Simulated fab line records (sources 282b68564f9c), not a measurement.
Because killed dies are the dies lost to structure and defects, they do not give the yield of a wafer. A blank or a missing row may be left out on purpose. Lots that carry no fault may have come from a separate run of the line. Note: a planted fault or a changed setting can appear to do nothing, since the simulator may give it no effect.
Which tool is to blame? || flow rit cmos || 14 lots with 42 wafers sampled at 2 steps, on a route of 202 steps

== WHAT THE GAUGES READ, wafer by wafer ==
No reading from a measuring or inspecting step in the record can be judged against a usual standard deviation.

== TOOL THAT RAN EACH LOT (tool first, then ch and the chambers of the sampled wafers, then the start) ==
{"lot": "L291", "RIT_PSD_SOFTBAKE_02": "litho track-04 ch 0, day 2 23:53", "RIT_M1_PROBE_99": "-"}
{"lot": "L294", "RIT_PSD_SOFTBAKE_02": "litho track-04 ch 0, day 3 15:56", "RIT_M1_PROBE_99": "-"}
{"lot": "L296", "RIT_PSD_SOFTBAKE_02": "litho track-03 ch 0, day 4 00:56", "RIT_M1_PROBE_99": "-"}
{"lot": "L297", "RIT_PSD_SOFTBAKE_02": "litho track-04 ch 0, day 4 05:45", "RIT_M1_PROBE_99": "prober-02, day 4 14:54"}
{"lot": "L298", "RIT_PSD_SOFTBAKE_02": "litho track-01 ch 0, day 4 12:21", "RIT_M1_PROBE_99": "-"}
{"lot": "L299", "RIT_PSD_SOFTBAKE_02": "litho track-01 ch 0, day 4 16:17", "RIT_M1_PROBE_99": "prober-02, day 5 02:46"}
{"lot": "L300", "RIT_PSD_SOFTBAKE_02": "litho track-01 ch 0, day 5 01:55", "RIT_M1_PROBE_99": "prober-01, day 5 11:39"}
{"lot": "L301", "RIT_PSD_SOFTBAKE_02": "litho track-03 ch 0, day 5 02:35", "RIT_M1_PROBE_99": "-"}
{"lot": "L302", "RIT_PSD_SOFTBAKE_02": "litho track-03 ch 0, day 5 08:34", "RIT_M1_PROBE_99": "-"}
{"lot": "L305", "RIT_PSD_SOFTBAKE_02": "litho track-03 ch 0, day 5 23:59", "RIT_M1_PROBE_99": "-"}
{"lot": "L304", "RIT_PSD_SOFTBAKE_02": "litho track-03 ch 0, day 6 00:36", "RIT_M1_PROBE_99": "-"}
{"lot": "L310", "RIT_PSD_SOFTBAKE_02": "litho track-03 ch 0, day 7 00:13", "RIT_M1_PROBE_99": "-"}
{"lot": "L312", "RIT_PSD_SOFTBAKE_02": "litho track-03 ch 0, day 7 10:28", "RIT_M1_PROBE_99": "-"}
{"lot": "L314", "RIT_PSD_SOFTBAKE_02": "litho track-04 ch 0, day 7 19:20", "RIT_M1_PROBE_99": "-"}
- RIT_PSD_SOFTBAKE_02: time 60 s.
- RIT_M1_PROBE_99

== AS READ BY THE TOOLS THEMSELVES (means over the sampled wafers that have a number; for cases with no such wafer, the mark the record gives instead) ==
RIT_PSD_SOFTBAKE_02. Usual: exhaust pa 44.9 Pa, standard deviation 0.77; run length s 89.10 s, standard deviation 0.21.
{"lot": "L291", "tool": "litho track-04", "exhaust pa (Pa)": 44.9, "run length s (s)": 89.13, "flag": ""}
{"lot": "L294", "tool": "litho track-04", "exhaust pa (Pa)": 45.3, "run length s (s)": 89.25, "flag": ""}
{"lot": "L296", "tool": "litho track-03", "exhaust pa (Pa)": 45.2, "run length s (s)": 89.28, "flag": ""}
{"lot": "L297", "tool": "litho track-04", "exhaust pa (Pa)": 44.7, "run length s (s)": 89.16, "flag": ""}
{"lot": "L298", "tool": "litho track-01", "exhaust pa (Pa)": 44.3, "run length s (s)": 88.99, "flag": ""}
{"lot": "L299", "tool": "litho track-01", "exhaust pa (Pa)": 45.5, "run length s (s)": 88.78, "flag": ""}
{"lot": "L300", "tool": "litho track-01", "exhaust pa (Pa)": 44.7, "run length s (s)": 88.76, "flag": ""}
{"lot": "L301", "tool": "litho track-03", "exhaust pa (Pa)": 45.2, "run length s (s)": 89.29, "flag": ""}
{"lot": "L302", "tool": "litho track-03", "exhaust pa (Pa)": 45.4, "run length s (s)": 89.28, "flag": ""}
{"lot": "L305", "tool": "litho track-03", "exhaust pa (Pa)": 44.6, "run length s (s)": 89.34, "flag": ""}
{"lot": "L304", "tool": "litho track-03", "exhaust pa (Pa)": 44.5, "run length s (s)": 89.27, "flag": ""}
{"lot": "L310", "tool": "litho track-03", "exhaust pa (Pa)": 44.8, "run length s (s)": 95.99, "flag": "OFF"}
{"lot": "L312", "tool": "litho track-03", "exhaust pa (Pa)": 44.7, "run length s (s)": 96.00, "flag": "OFF"}
{"lot": "L314", "tool": "litho track-04", "exhaust pa (Pa)": 44.1, "run length s (s)": 89.11, "flag": ""}

RIT_M1_PROBE_99. Usual: killed_at_M0_to_M3 0.0, standard deviation 0.22; killed at contacts 0.0, standard deviation 0.18; killed at front end 7, standard deviation 3.1; killed dies 7, standard deviation 3.1; killed open 3.2, standard deviation 2.1; killed short 3.4, standard deviation 2.
{"lot": "L297", "tool": "prober-02", "killed_at_M0_to_M3": 0.0, "killed at contacts": 0.0, "killed at front end": 5, "killed dies": 5, "killed open": 2.0, "killed short": 2.7, "flag": ""}
{"lot": "L299", "tool": "prober-02", "killed_at_M0_to_M3": 0.0, "killed at contacts": 0.0, "killed at front end": 6, "killed dies": 6, "killed open": 3.0, "killed short": 2.7, "flag": ""}
{"lot": "L300", "tool": "prober-01", "killed_at_M0_to_M3": 0.3, "killed at contacts": 0.0, "killed at front end": 3, "killed dies": 4, "killed open": 1.3, "killed short": 2.3, "flag": ""}

== THE ANSWER, worked out from the rows above alone ==
Rule: take the mean of a lot's wafers that have a number; if it is more than 3 standard deviations from the usual mean, the lot is off. Also off: a lot with no number at a reading for which 4 or more lots have one. All remaining lots with rows at the step are treated as sound. First the gauges in route order, then the tools' own readings, where a lot's mean is used as printed above. At the first step where some lot is off, the reading lying furthest off is the one used; lots without a number count as furthest.
Off: L310, L312 (RIT_PSD_SOFTBAKE_02, run length s).
If a tool, at that step or one of the process steps before it, ran each lot that is off and ran no sound lot following the first of them, it fits. One fits: litho track-03 at RIT_PSD_SOFTBAKE_02. Its last sound lot is L304 (day 6 00:36), its first lot that is off L310 (day 7 00:13): a fault that began between those two fits.
The tool's own readings at RIT_PSD_SOFTBAKE_02 bear it out: on the lots that are off they differ by more than 5 times the standard deviation of the sound lots' means. run length s reads 96.00 s there against 89.14 s on the sound lots.

== WHAT HAD BEEN PUT IN BY THE SIMULATOR ==
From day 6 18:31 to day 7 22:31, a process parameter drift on litho track-03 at RIT_PSD_SOFTBAKE_02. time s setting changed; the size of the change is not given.
Lots struck among those shown: L310, L312. The rule above reached the same finding.
